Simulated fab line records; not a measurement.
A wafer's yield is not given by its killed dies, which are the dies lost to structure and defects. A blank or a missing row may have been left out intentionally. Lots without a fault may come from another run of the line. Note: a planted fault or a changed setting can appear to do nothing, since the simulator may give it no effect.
Which tool did it? | flow berkeleyCmos170 | 42 wafers from 14 lots sampled at 2 of the route's 331 steps

== WHAT EACH GAUGE READ, for each wafer ==
UCB170_M3_CD_MEAS_15 targets a cd of 700 nm. Usual: cdNm at 700.2 nm, with a standard deviation of 1.6.
lot  | measured     | on       | cdNm (nm)                           | flag
L854 | day 7 09:56  | cdSem-01 | 700.3 700.4 700.4                   | 
L856 | day 7 20:41  | cdSem-02 | 701.5 700.3 701.4                   | 
L862 | day 8 16:33  | cdSem-02 | 700.5 700.6 700.5                   | 
L859 | day 8 16:52  | cdSem-02 | 715.8 714.6 714.8 715.4 714.6 714.5 | OFF
L860 | day 9 03:25  | cdSem-01 | 700.0 700.9 700.7                   | 
L863 | day 9 03:37  | cdSem-02 | 716.5 717.9 717.3 716.3 717.7 717.0 | OFF
L867 | day 10 05:07 | cdSem-01 | 700.0 698.9 697.4                   | 
L868 | day 11 10:16 | cdSem-02 | 697.6 699.5 698.4                   | 
L870 | day 11 16:06 | cdSem-02 | 700.0 700.9 700.2                   | 
L872 | day 11 19:20 | cdSem-01 | 697.2 697.3 697.5                   | 
L874 | day 11 22:06 | cdSem-02 | 701.4 703.0 702.8                   | 
L873 | day 11 22:39 | cdSem-02 | 698.9 700.4 700.1                   | 
L876 | day 12 14:22 | cdSem-02 | 700.4 698.6 699.5                   | 
L875 | day 12 15:26 | cdSem-01 | 696.7 697.4 698.2                   | 

== WHAT TOOL EACH LOT RAN ON (gives the tool, then ch and the chambers of the sampled wafers, and finally the start) ==
lot  | UCB170_M3_PEB_13
L854 | lithoTrack-03 ch 0, day 7 09:34
L856 | lithoTrack-04 ch 0, day 7 20:25
L862 | lithoTrack-01 ch 0, day 8 16:16
L859 | lithoTrack-04 ch 0, day 8 16:35
L860 | lithoTrack-03 ch 0, day 9 03:10
L863 | lithoTrack-04 ch 0, day 9 03:21
L867 | lithoTrack-03 ch 0, day 10 04:50
L868 | lithoTrack-01 ch 0, day 11 09:59
L870 | lithoTrack-01 ch 0, day 11 15:50
L872 | lithoTrack-03 ch 0, day 11 19:03
L874 | lithoTrack-04 ch 0, day 11 21:50
L873 | lithoTrack-01 ch 0, day 11 22:23
L876 | lithoTrack-01 ch 0, day 12 14:05
L875 | lithoTrack-01 ch 0, day 12 15:10
- UCB170_M3_PEB_13

== WHAT THE TOOLS THEMSELVES READ (means of the sampled wafers that have a number; where no wafer has one, the mark that the record gives instead) ==
UCB170_M3_PEB_13. Usual: heaterPowerTotalW at 56.80 W, with a standard deviation of 0.05.
lot  | tool          | heaterPowerTotalW (W) | flag
L854 | lithoTrack-03 | 56.78                 | 
L856 | lithoTrack-04 | 56.78                 | 
L862 | lithoTrack-01 | 56.78                 | 
L859 | lithoTrack-04 | 61.01                 | OFF
L860 | lithoTrack-03 | 56.79                 | 
L863 | lithoTrack-04 | 61.03                 | OFF
L867 | lithoTrack-03 | 56.83                 | 
L868 | lithoTrack-01 | 56.82                 | 
L870 | lithoTrack-01 | 56.79                 | 
L872 | lithoTrack-03 | 56.81                 | 
L874 | lithoTrack-04 | 56.81                 | 
L873 | lithoTrack-01 | 56.77                 | 
L876 | lithoTrack-01 | 56.76                 | 
L875 | lithoTrack-01 | 56.83                 | 

== THE ANSWER, worked out from the rows above alone ==
Rule: take the mean of a lot's wafers that have a number; if it is more than 3 standard deviations from the usual mean, the lot is off. Also off: a lot with no number at a reading for which 4 or more lots have one. Any other lot the step has rows for is counted as sound. Order of review: gauges by route order, followed by the tools' own readings, for which a lot's mean as printed above is used. At the first step where some lot is off, the reading lying furthest off is the one used; lots without a number count as furthest.
Off, at UCB170_M3_CD_MEAS_15 on cdNm: L859, L863.
A tool fits if, at a process step before that reading, it ran every lot that is off, and no sound lot after the first of them. Not tried: the gauges at UCB170_M3_CD_MEAS_15; whatever is off there is also off at UCB170_M3_PEB_13, on other tools, and gauge error can't account for it. No candidate that was tried fits.

== WHAT HAD BEEN PUT IN BY THE SIMULATOR ==
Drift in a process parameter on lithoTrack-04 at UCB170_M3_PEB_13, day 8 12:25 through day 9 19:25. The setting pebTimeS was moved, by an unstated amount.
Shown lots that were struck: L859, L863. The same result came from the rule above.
